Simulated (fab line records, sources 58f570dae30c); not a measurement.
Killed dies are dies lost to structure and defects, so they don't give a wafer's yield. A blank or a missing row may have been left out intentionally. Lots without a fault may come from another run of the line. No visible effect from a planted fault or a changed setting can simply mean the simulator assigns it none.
Code-filled problem report in 8D (eight disciplines) form -- flow berkeley cmos170 -- the parts of the form that need people (team, actions taken, sign-off) are left out

1. WHAT IS WRONG
At UCB170_V2_SOFTBAKE_08, run length s averages 87.34 s over 6 wafers from 2 lots, while fault-free wafers read 89.02 s, standard deviation 0.15. Measured from the usual mean, that is -11 standard deviations.
The step: time 60 s.
First observed at day 9 06:37: wafer L922.1, on litho track-01. At this step, 42 wafers from 14 lots have a number in the record. Rule for "out" (also "out of limits"): further than 4 standard deviations from the usual mean. The rest of the wafers with a number are treated as sound.

2. WHAT THIS IS AND IS NOT
question,is,is not
which readings at this step,"run length s, heater power total W",-
which lots,"L922, L923","L916, L918, L919, L920, L921, L924, L931, L933, L936, L937, L938, L939"
which wafers of those lots,all that have a number,-
read on which tools,litho track-01,"litho track-03, litho track-04"
when,from day 9 06:37,"up to then (15 sound wafers); but 21 sound wafers of L924, L931, L933, L936, L937, L938, L939 came after"

3. WHAT RULES OUT EACH SUSPECT
Counting: a tool at any process step up to the reading remains a suspect when it ran all the lots that are out and ran no sound lot after the first of those.
- litho track-01 at UCB170_V2_SOFTBAKE_08 (time 60 s): kept. It processed each lot that is out, first L922 at day 9 06:37, and no sound lot thereafter; up to then, the last sound lot it processed was L921 at day 8 22:40. Its own readings are out on those wafers: heater power total W, run length s.
The count leaves litho track-01 at UCB170_V2_SOFTBAKE_08.

4. THE CAUSE (what the simulator had put in)
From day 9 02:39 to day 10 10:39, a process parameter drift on litho track-01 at UCB170_V2_SOFTBAKE_08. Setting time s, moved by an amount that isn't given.
The count eliminated every tool but this one.

5. SEQUENCE OF EFFECTS, ordered by route
One row per reading whose mean, taken over the struck wafers that have a number, lies over 3 standard deviations from the usual. Scope: only readings with a usual standard deviation given in the record; hours: median across lots of the time from each lot's start at the first step in this table that gives one to its start at this step; sigmas: change in usual standard deviations.
hours,step,reading,usual,on struck wafers,change,sigmas
0,UCB170_V2_SOFTBAKE_08,heater power total W,56.80 W,57.20,+0.40,+9.1
0,UCB170_V2_SOFTBAKE_08,run length s,89.02 s,87.34,-1.68,-11
Process steps it contains:
- UCB170_V2_SOFTBAKE_08: time 60 s.
At these later measuring or inspecting steps, every struck wafer for which the step has a row has a number for every such reading, and none has moved that far: UCB170_M3_RS_MEAS_02.

6. HOW IT WOULD HAVE BEEN CAUGHT EARLIER
The fault began at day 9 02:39; the first out-of-limits reading in this record came at day 9 06:37, 4 hours later.
